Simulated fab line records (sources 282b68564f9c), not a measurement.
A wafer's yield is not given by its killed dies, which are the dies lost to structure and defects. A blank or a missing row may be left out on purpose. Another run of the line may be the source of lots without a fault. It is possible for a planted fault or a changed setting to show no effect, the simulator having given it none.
fab line records	flow rit_cmos
record: lots: 5	wafers: 15	last_day: 7
route steps=202 shown CONTACT@172 M1@184
lots that met no fault: from a run of the same line without faults
start_h: hours from the record's opening day to when the first of the lot's shown wafers began	wait_h: how many hours have passed since the lot's step before this one	" repeats the value in the row above	L1.1+2: a single row standing in for several wafers	- either no value or no given start	* or withheld: withheld	< > ~ a bound
route shown NAME@n: NAME is a module with steps in the file, n the number in the route of the first one	usual: mean and standard deviation over wafers with no fault	same: alike in all rows	chamber/n: place in a boat	sites: per-site readings	_std_site: the standard deviation of these	_edge_site: the outer-site mean with the inner-site mean subtracted	radius_mm: how far each site lies from the wafer's centre	mask NAME#n: copy n	behind: tool/chamber where the wafer was last shaped	hold: cause of the lot's hold/its duration in hours/its outcome	device: transistor that didn't switch, given as n, p or np	end of line: the tests these same wafers got at the end of their route	where a step has no rows: the recipe by itself	killed: dies that structure and defects cost at the first sort, which is not the same as the wafer's yield	map: per-die view of a wafer (x killed, . not killed, _ where there is no die)
set.NAME: the setting that was run; set.NAME@STEP: the one run at that earlier step	model.NAME: the simulator's own value behind a step, which no gauge read
lots at some steps of the route; a table a step, a row a wafer
services: the hour from which a tool's chamber was out of use, counted from the record's first day as start_h (under 0 if before that day), plus the number of hours and why
== steps ==
step: RIT_CONTACT_SOFTBAKE_04
recipe: resist: NOVOLAK	temp_c: 90	time_s: 60
step: RIT_CONTACT_EXPOSE_05
recipe: mask_id: M11	na: 0.6	source_shape: conventional	sigma_outer: 0.5	target_cd_nm: 1000	dose_mj: 250
step: RIT_CONTACT_PEB_06
recipe: resist: NOVOLAK	temp_c: withheld	time_s: withheld
step: RIT_CONTACT_DEVELOP_07
recipe: resist: NOVOLAK	develop_time_s: 120	dev_temp_c: 23
step: RIT_CONTACT_CD_MEAS_08
recipe: target_cd_nm: 1000
usual: cd_nm: 1000.0/2.4
lot.wafer	tool	chamber	start_h	wait_h	cd_nm
L677.3	cd_sem-01	-	52.95	-	995.6
L677.4	"	-	"	"	998.2
L677.6	"	-	"	"	998.3
L684.3	cd_sem-01	-	87.33	-	997.0
L684.4	"	-	"	"	996.8
L684.5	"	-	"	"	997.1
L688.1	cd_sem-01	-	107.92	-	1003.2
L688.3	"	-	"	"	1004.3
L688.5	"	-	"	"	1002.7
L697.1	cd_sem-01	-	152.63	-	995.3
L697.2	"	-	"	"	996.5
L697.6	"	-	"	"	996.6
L699.2	cd_sem-02	-	163.23	-	996.9
L699.4	"	-	"	"	999.2
L699.6	"	-	"	"	999.5
step: RIT_CONTACT_OVL_MEAS_09
usual: CONTACT_OVL: 0.2/1.5
lot.wafer	tool	chamber	start_h	wait_h	CONTACT_OVL[nm]
L677.3	overlay-02	-	53.05	0.1	2.0
L677.4	"	-	"	"	1.1
L677.6	"	-	"	"	1.1
L684.3	overlay-02	-	87.42	0.1	-0.9
L684.4	"	-	"	"	0.6
L684.5	"	-	"	"	1.9
L688.1	overlay-01	-	108.04	0.1	-1.8
L688.3	"	-	"	"	-4.0
L688.5	"	-	"	"	-1.6
L697.1	overlay-01	-	152.75	0.1	1.5
L697.2	"	-	"	"	1.3
L697.6	"	-	"	"	2.6
L699.2	overlay-01	-	163.34	0.1	1.2
L699.4	"	-	"	"	2.3
L699.6	"	-	"	"	1.3
step: RIT_CONTACT_HARDBAKE_10
recipe: resist: NOVOLAK	temp_c: 140	time_s: 60
step: RIT_CONTACT_ETCH_11
recipe: target_depth_a: 4800	over_etch_frac: 0.2	stop_on: TiSi2	chemistry: CHF3/CF4/Ar	target: SiO2	CHF3_flow_sccm: 50	cf4_flow_sccm: 10	Ar_flow_sccm: 100	O2_flow_sccm: 5	pressure_mtorr: 100	rf_w: 200	time_s: 320
usual: O2_flow_sccm: 5.000/0.015	drypump_motor_current_A: 5.5/0.48	mfc_ar_sccm: 100.0/0.3	oes_product_au: 0.990/0.015	throttle_valve_pct: 8.83/0.12
lot.wafer	tool	chamber	start_h	wait_h	O2_flow_sccm	drypump_motor_current_A	mfc_ar_sccm	oes_product_au	rf_hours_counter_h	throttle_valve_pct
L677.3	rie_diel-04	0	53.22	0.1	5.016	5.9	99.4	0.985	3	8.73
L677.4	"	3	"	"	5.005	5.4	100.2	0.967	1	8.74
L677.6	"	2	"	"	4.991	5.0	99.8	0.987	-	8.86
L684.3	rie_diel-03	0	87.60	0.1	4.998	6.4	100.8	0.980	73	8.67
L684.4	"	3	"	"	5.023	5.9	100.2	0.990	41	8.94
L684.5	"	3	"	"	5.001	5.9	100.4	0.983	-	8.94
L688.1	rie_diel-03	2	108.23	0.1	5.001	4.9	99.7	0.979	35	8.75
L688.3	"	3	"	"	4.995	5.9	100.1	0.984	42	8.93
L688.5	"	2	"	"	5.006	4.9	100.1	0.978	-	8.77
L697.1	rie_diel-04	0	152.94	0.1	5.003	5.9	99.8	0.987	5	8.72
L697.2	"	2	"	"	4.998	5.0	99.9	0.982	28	8.83
L697.6	"	1	"	"	4.993	5.4	99.9	1.021	-	8.86
L699.2	rie_diel-02	3	163.52	0.1	5.012	4.9	99.8	0.976	6	8.75
L699.4	"	2	"	"	4.962	6.0	100.2	1.012	131	9.03
L699.6	"	2	"	"	4.996	6.0	100.3	1.006	-	9.02
step: RIT_CONTACT_STRIP_12
recipe: chemistry: O2	time_s: 180	resist: NOVOLAK	platen_temp_c: withheld	power_w: 500	pressure_mtorr: 4000	o2_flow_sccm: 4000
usual: drypump_motor_current_A: 5.7/0.4
lot.wafer	tool	chamber	start_h	wait_h	drypump_motor_current_A	rf_hours_counter_h
L677.3	plasma_asher-01	1	53.47	0.2	6.3	-
L677.4	"	0	"	"	5.6	-
L677.6	"	0	"	"	5.6	-
L684.3	plasma_asher-02	0	87.85	0.2	5.1	-
L684.4	"	1	"	"	6.0	-
L684.5	"	1	"	"	6.0	-
L688.1	plasma_asher-01	1	108.42	0.1	6.3	49
L688.3	"	0	"	"	5.6	-
L688.5	"	0	"	"	5.5	-
L697.1	plasma_asher-01	0	153.13	0.1	5.6	54
L697.2	"	1	"	"	6.3	54
L697.6	"	0	"	"	5.6	-
L699.2	plasma_asher-02	0	163.71	0.1	5.1	40
L699.4	"	1	"	"	6.0	-
L699.6	"	0	"	"	5.1	-
step: RIT_CONTACT_CD_MEAS_90
recipe: target_cd_nm: 1000
usual: cd_nm: 1000.0/2.4
lot.wafer	tool	chamber	start_h	wait_h	cd_nm
L677.3	cd_sem-01	-	53.63	0.1	996.0
L677.4	"	-	"	"	998.1
L677.6	"	-	"	"	998.1
L684.3	cd_sem-01	-	88.01	0.1	997.1
L684.4	"	-	"	"	996.7
L684.5	"	-	"	"	996.8
L688.1	cd_sem-01	-	108.60	0.1	1003.6
L688.3	"	-	"	"	1004.7
L688.5	"	-	"	"	1003.3
L697.1	cd_sem-01	-	153.32	0.1	995.4
L697.2	"	-	"	"	996.2
L697.6	"	-	"	"	996.0
L699.2	cd_sem-01	-	163.91	0.1	997.3
L699.4	"	-	"	"	999.5
L699.6	"	-	"	"	999.6
step: RIT_CONTACT_CLEAN_13
recipe: chemistry: SC1	mix: 3:3:50	time_s: 600	temp_c: 75
step: RIT_CONTACT_CLEAN_14
recipe: chemistry: SC2	mix: 3:3:50	time_s: 600	temp_c: 75	dry: n2_spin
step: RIT_M1_SPUTTER_00
recipe: material: Al	target_thk_nm: 400	power_w: 2000	chamber_pressure_pa: 0.4	gas: Ar	time_s: 500	substrate_temp_c: 25
usual: throttle_valve_pct: 30.5/1
lot.wafer	tool	chamber	start_h	wait_h	throttle_valve_pct
L677.3	pvd_sputter-04	-	54.06	0.0	28.9
L677.4	"	-	"	"	30.8
L677.6	"	-	"	"	29.4
L684.3	pvd_sputter-03	-	88.44	0.0	30.5
L684.4	"	-	"	"	30.4
L684.5	"	-	"	"	30.4
L688.1	pvd_sputter-03	-	109.07	0.0	30.3
L688.3	"	-	"	"	30.7
L688.5	"	-	"	"	30.4
L697.1	pvd_sputter-01	-	153.79	0.0	29.3
L697.2	"	-	"	"	31.4
L697.6	"	-	"	"	31.8
L699.2	pvd_sputter-01	-	164.36	0.0	31.9
L699.4	"	-	"	"	29.7
L699.6	"	-	"	"	29.2
step: RIT_M1_RS_MEAS_01
recipe: thk_meas_gauge: four-point-probe	reads: Al_of_M1_SPUTTER_00
usual: M1_AL_RS: 0.0734/0.00078
lot.wafer	tool	chamber	start_h	wait_h	M1_AL_RS[ohm/sq]
L677.3	film_metro-04	-	54.39	0.2	0.0733
L677.4	"	-	"	"	0.0733
L677.6	"	-	"	"	0.0727
L684.3	film_metro-02	-	88.77	0.2	0.0730
L684.4	"	-	"	"	0.0728
L684.5	"	-	"	"	0.0732
L688.1	film_metro-01	-	109.36	0.1	0.0800
L688.3	"	-	"	"	0.0742
L688.5	"	-	"	"	0.0746
L697.1	film_metro-04	-	154.08	0.1	0.0711
L697.2	"	-	"	"	0.0715
L697.6	"	-	"	"	0.0714
L699.2	film_metro-04	-	164.67	0.2	0.0739
L699.4	"	-	"	"	0.0742
L699.6	"	-	"	"	0.0745
step: RIT_M1_THK_MEAS_02
recipe: thk_meas_gauge: xrf	reads: Al_of_M1_SPUTTER_00
usual: M1_AL_THK: 399/4.5
lot.wafer	tool	chamber	start_h	wait_h	M1_AL_THK[nm]
L677.3	film_metro-04	-	54.49	0.1	399
L677.4	"	-	"	"	399
L677.6	"	-	"	"	400
L684.3	film_metro-02	-	88.87	0.1	402
L684.4	"	-	"	"	400
L684.5	"	-	"	"	397
L688.1	film_metro-01	-	109.48	0.1	370
L688.3	"	-	"	"	394
L688.5	"	-	"	"	392
L697.1	film_metro-04	-	154.20	0.1	411
L697.2	"	-	"	"	410
L697.6	"	-	"	"	412
L699.2	film_metro-04	-	164.78	0.1	398
L699.4	"	-	"	"	397
L699.6	"	-	"	"	392
step: RIT_M1_HMDS_03
recipe: prime_time_s: 60	prime_temp_c: 140
step: RIT_M1_PROBE_99
usual: defect_limited_yield: 97.4/1.2	killed_at_contacts: 0.1/0.27	killed_at_front_end: 7/3.1	killed_dies: 7/3.1	killed_open: 3.6/2.3	killed_short: 3.2/2	sort_bin_3_pad_short: 0.1/0.22	sort_bin_5_function: 1.5/0.87	sort_bin_6_memory: 0.9/0.64	sort_n_pass: 257/3.1	sort_yield_pct: 97.4/1.2
same: gross_dies: 264	killed_at_M0_to_M3: 0	killed_at_M4_up: 0	killed_at_back_side: 0	killed_at_other: 0
lot.wafer	tool	chamber	start_h	wait_h	defect_limited_yield[%]	killed_at_contacts	killed_at_front_end	killed_dies	killed_open	killed_short	sort_bin_3_pad_short[%]	sort_bin_5_function[%]	sort_bin_6_memory[%]	sort_n_pass	sort_yield_pct[%]
L677.3	prober-02	-	58.66	0.2	97.3	0	7	7	6	1	0.4	1.5	0.8	257	97.3
L677.4	prober-02	-	58.71	0.2	97.0	0	8	8	3	5	0.8	0.8	1.5	256	97.0
L677.6	prober-02	-	58.81	0.2	95.1	0	13	13	7	6	0.4	3.4	1.1	251	95.1
L688.1	prober-02	-	113.41	0.1	98.9	0	3	3	0	3	0	0.4	0.8	261	98.9
L688.3	prober-02	-	113.51	0.2	97.0	0	8	8	4	3	0	1.5	1.5	256	97.0
L688.5	prober-02	-	113.61	0.2	97.0	0	8	8	5	3	0	1.9	1.1	256	97.0
L697.1	prober-01	-	157.92	0.1	97.3	0	7	7	1	6	0	2.3	0.4	257	97.3
L697.2	prober-01	-	157.97	0.1	95.8	0	11	11	8	3	0.4	1.1	2.7	253	95.8
L697.6	prober-01	-	158.17	0.2	97.0	0	8	8	6	2	0.4	1.5	1.1	256	97.0
L699.2	prober-01	-	168.54	0.1	98.5	0	4	4	2	2	0	0.4	1.1	260	98.5
L699.4	prober-01	-	168.64	0.2	95.5	0	12	12	5	7	0.4	3.8	0.4	252	95.5
L699.6	prober-01	-	168.74	0.2	97.7	0	6	6	2	4	0.4	1.5	0.4	258	97.7
killed by level:class
L677.3 GATE:geometric_particle:open=3 SILICIDE:geometric_particle:open=2 FOX2:geometric_particle:open=1 REOX:geometric_particle:short=1
L677.4 SILICIDE:geometric_particle:open=2 SILICIDE:geometric_particle:short=2 FOX2:geometric_particle:open=1 GATE:geometric_particle:short=1 REOX:geometric_particle:short=1 SPACER:geometric_particle:short=1
L677.6 REOX:geometric_particle:open=5 GATE:geometric_particle:short=2 SPACER:geometric_particle:short=2 SILICIDE:geometric_particle:short=2 GATE:geometric_particle:open=1 SPACER:geometric_particle:open=1
L688.1 GATE:geometric_particle:short=2 REOX:geometric_particle:short=1
L688.3 GATE:geometric_particle:short=2 GATE:geometric_particle:open=2 FOX1:geometric_particle:open=1 FOX2:geometric_particle:open=1 SILICIDE:geometric_particle:short=1 PRETRO:coat_microbubble_printed=1
L688.5 GATE:geometric_particle:open=3 SILICIDE:geometric_particle:short=3 SILICIDE:geometric_particle:open=2
L697.1 FOX1:geometric_particle:short=2 GATE:geometric_particle:short=2 FOX1:geometric_particle:open=1 SPACER:geometric_particle:short=1 SILICIDE:geometric_particle:short=1
L697.2 SILICIDE:geometric_particle:open=5 ACTIVE:geometric_particle:open=1 FOX2:geometric_particle:short=1 GATE:geometric_particle:short=1 REOX:geometric_particle:open=1 SPACER:geometric_particle:short=1 SPACER:geometric_particle:open=1
L697.6 SPACER:geometric_particle:open=2 SILICIDE:geometric_particle:open=2 FOX2:geometric_particle:open=1 GATE:geometric_particle:short=1 REOX:geometric_particle:open=1 SILICIDE:geometric_particle:short=1
L699.2 GATE:geometric_particle:open=2 FOX2:geometric_particle:short=1 GATE:geometric_particle:short=1
L699.4 FOX1:geometric_particle:short=3 GATE:geometric_particle:open=3 GATE:geometric_particle:short=2 SILICIDE:geometric_particle:short=2 SILICIDE:geometric_particle:open=1 REOX:geometric_particle:open=1
L699.6 GATE:geometric_particle:short=4 FOX2:geometric_particle:open=1 REOX:geometric_particle:open=1
== services ==
tool	chamber	start_h	hours	kind
pvd_sputter-04	-	54.55	1.0	repair
rie_diel-02	1	62.13	7.9	repair
rie_diel-02	1	70.61	-	clean
rie_diel-02	1	70.61	32.2	scheduled_down
rie_diel-02	1	70.61	32.2	vent_cycle
rie_diel-03	2	70.81	8.4	repair
rie_diel-04	3	72.09	5.3	repair
rie_diel-04	2	77.27	13.9	repair
rie_diel-02	2	84.52	5.5	repair
rie_diel-03	1	103.61	-	clean
rie_diel-03	1	103.61	20.3	scheduled_down
rie_diel-03	1	103.61	20.3	vent_cycle
pvd_sputter-03	-	110.27	1.6	repair
rie_diel-04	3	115.19	26.2	repair
pvd_sputter-01	-	126.03	1.9	repair
rie_diel-02	2	127.60	4.6	repair
== key ==
first_sign: step: RIT_M1_RS_MEAS_01	reading: M1_AL_RS	direction: up	sigmas: 8.5	usual: 0.0734	struck: 0.0800
effect: step: RIT_M1_THK_MEAS_02	reading: M1_AL_THK	direction: down	sigmas: 6.5	usual: 399	struck: 370
met_at RIT_M1_SPUTTER_00
struck_wafers L688.1
onset_between 88.44 109.07
fault: kind: site_profile_drift	tool: pvd_sputter-03	chamber: -	onset_h: 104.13	steps: RIT_M1_SPUTTER_00	basis: fraction	max_abs_drift: 0.12887	slope_share_per_hr: 64.433	site_pattern: 0,0,0,0,0,-1,-1,-1,-1	scope: struck_wafers_only
